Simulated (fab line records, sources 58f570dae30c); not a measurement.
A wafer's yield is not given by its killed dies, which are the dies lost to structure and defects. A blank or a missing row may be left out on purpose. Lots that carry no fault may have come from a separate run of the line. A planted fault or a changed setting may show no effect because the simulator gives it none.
A single fault, viewed from 2 desks :: flow berkeley_cmos170 :: numbers are kept per desk, each desk with only its own; the story behind them comes last

## AT THE TOOL OWNER'S DESK: lpcvd-01
The tool's own readings at UCB170_PWELL_CVD_05 (deposits Si3N4 from SiH2Cl2/NH3, target thk 220 nm, time 3300 s): means of the sampled wafers that have a number, for each lot that ran on this tool. A lot is out of limits, marked OUT, if its mean lies more than 4 standard deviations from the usual mean; the brackets give that distance.
Columns: A = spike_tc_source_C at UCB170_PWELL_CVD_05, usual 825.2 C
lot: L310
first seen here: day 2 20:57
A: 828.4

lot: L314
first seen here: day 3 21:32
A: 825.2

lot: L316
first seen here: day 4 11:22
A: 825.8

lot: L318
first seen here: day 4 20:21
A: 826.5

lot: L319
first seen here: day 4 20:21
A: 828.9

lot: L321
first seen here: day 5 08:19
A: 824.6

lot: L325
first seen here: day 6 02:47
A: 827.8

lot: L327
first seen here: day 6 16:10
A: 823.7

lot: L330
first seen here: day 7 10:17
A: 825.1
Result from this desk: across the 9 lots, nothing is out of limits.

## THE METROLOGY DESK
Lot by lot, what the gauges showed, no matter which tool ran the lot: averages of those sampled wafers that carry a number. A lot is out of limits, marked OUT, if its mean lies more than 4 standard deviations from the usual mean; the brackets give that distance.
Columns: A = PWELL_NITRIDE_THK at UCB170_PWELL_THK_MEAS_06, usual 220.3 nm
lot: L309
first seen here: day 2 18:22
A: 219.9

lot: L310
first seen here: day 2 22:52
A: 220.1

lot: L312
first seen here: day 3 11:27
A: 219.5

lot: L313
first seen here: day 3 16:52
A: 222.2

lot: L314
first seen here: day 3 23:29
A: 222.9

lot: L316
first seen here: day 4 14:14
A: 221.4

lot: L318
first seen here: day 4 23:14
A: 219.7

lot: L319
first seen here: day 4 23:17
A: 219.3

lot: L321
first seen here: day 5 10:14
A: 219.4

lot: L325
first seen here: day 6 04:43
A: 181.2 (-19) OUT

lot: L327
first seen here: day 6 18:05
A: 183.9 (-17) OUT

lot: L328
first seen here: day 7 04:11
A: 222.2

lot: L330
first seen here: day 7 12:13
A: 184.2 (-17) OUT

lot: L331
first seen here: day 7 15:38
A: 220.3

lot: L332
first seen here: day 7 20:25
A: 219.5
This desk finds L325, L327, L330 out of limits, with the earliest case on L325 at day 6 04:43 (PWELL_NITRIDE_THK at UCB170_PWELL_THK_MEAS_06). L309, L310, L312, L313, L314, L316, L318, L319, L321, L328, L331, L332 stayed within limits.

## ALL TOGETHER
The metrology desk could have raised an alarm at day 6 04:43, on L325, L327, L330.
Nothing out of limits was seen by the tool owner's desk.
The tool owner's desk has L325, L327, L330 on record, within its limits.
On lpcvd-01, each named lot ran UCB170_PWELL_CVD_05.

## WHAT WAS PUT IN BY THE SIMULATOR
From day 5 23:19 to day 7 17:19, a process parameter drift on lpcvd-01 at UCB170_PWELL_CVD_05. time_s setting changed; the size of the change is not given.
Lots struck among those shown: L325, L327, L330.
Delay in hours, fault start to first out-of-limits reading, per desk: metrology desk 5.
